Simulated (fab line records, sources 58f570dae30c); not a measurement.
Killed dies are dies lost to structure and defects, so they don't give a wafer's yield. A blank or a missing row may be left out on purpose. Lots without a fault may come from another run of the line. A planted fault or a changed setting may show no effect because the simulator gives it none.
Problem report in the 8D (eight disciplines) form, filled by code | flow berkeley_cmos170 | the parts of the form that need people (team, actions taken, sign-off) are left out

1. THE PROBLEM
SILICIDE_TI_RS at UCB170_SILICIDE_RS_MEAS_02 reads a mean of 14.6 ohm/sq on 1 wafer of 1 lot; wafers without a fault read 26.1 ohm/sq with a standard deviation of 0.31. That is -37 standard deviations from the usual mean.
The step: measures by four-point-probe.
First seen on wafer L515.3, day 10 18:59, on film_metro-02. The record holds 39 wafers of 13 lots with a number at this step. Rule for "out", or "out of limits": more than 4 standard deviations from the usual mean. The other wafers with a number count as sound.

2. WHAT IT IS AND WHAT IT IS NOT
question                    | is                | is not
which readings at this step | SILICIDE_TI_RS    | -
which lots                  | L515              | L501, L503, L504, L506, L507, L508, L511, L512, L513, L516, L523, L524
which wafers of those lots  | L515.3            | L515.2, L515.5
read on which gauges        | film_metro-02     | film_metro-03, film_metro-04
when                        | from day 10 18:59 | up to then (29 sound wafers); but 9 sound wafers of L516, L523, L524 came after

3. SUSPECTS, AND WHAT RULES EACH OUT
Counting: a tool at a process step up to the reading stays a suspect if it ran every lot that is out. Sound lots after the first of them don't rule it out here, since some wafers of a struck lot are sound.
- the gauge at UCB170_SILICIDE_RS_MEAS_02: kept. All the wafers that are out were read on film_metro-02, and no step on other tools shows them out.
- pvd_sputter-01 at UCB170_SILICIDE_SPUTTER_01 (material Ti, target thk 30 nm, time 25 s): kept. It ran the lot that is out, L515 (day 10 18:56); its last sound lot up to then is L513 (day 10 01:59).
Left after counting: pvd_sputter-01 at UCB170_SILICIDE_SPUTTER_01, film_metro-02 at UCB170_SILICIDE_RS_MEAS_02.

4. THE CAUSE (what the simulator had put in)
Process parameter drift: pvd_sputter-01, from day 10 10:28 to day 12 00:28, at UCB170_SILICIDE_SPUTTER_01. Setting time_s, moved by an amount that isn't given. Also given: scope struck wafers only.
Counting left 2 suspects, and this tool is among them.

5. THE CHAIN OF EFFECTS, in route order
Each row: a reading whose mean over the struck wafers that have a number lies more than 3 standard deviations from the usual. Only readings for which the record gives a usual standard deviation are gone through. hours: the time from each lot's start at the first step in this table that gives one to its start at this step, as a median over the lots. sigmas: the change in usual standard deviations.
hours | step                        | reading         | usual       | on struck wafers | change | sigmas
0     | UCB170_SILICIDE_RS_MEAS_02  | SILICIDE_TI_RS  | 26.1 ohm/sq | 14.6             | -11.5  | -37
0     | UCB170_SILICIDE_THK_MEAS_03 | SILICIDE_TI_THK | 30.4 nm     | 50.4             | +20.0  | +61

6. WHAT WOULD HAVE CAUGHT IT SOONER
In this record the first reading out of limits at a measuring or inspecting step was taken at day 10 18:59, 9 hours after the fault began at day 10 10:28.
Of the tool readings at UCB170_SILICIDE_SPUTTER_01 for which the record gives a usual standard deviation, none was out on any struck wafer, so an alarm limit of 4 standard deviations on them would not have fired.
All the lots that are out (1) had begun UCB170_SILICIDE_SPUTTER_01 on pvd_sputter-01 by day 10 18:59. A hold on the tool at that time would have spared none of them.
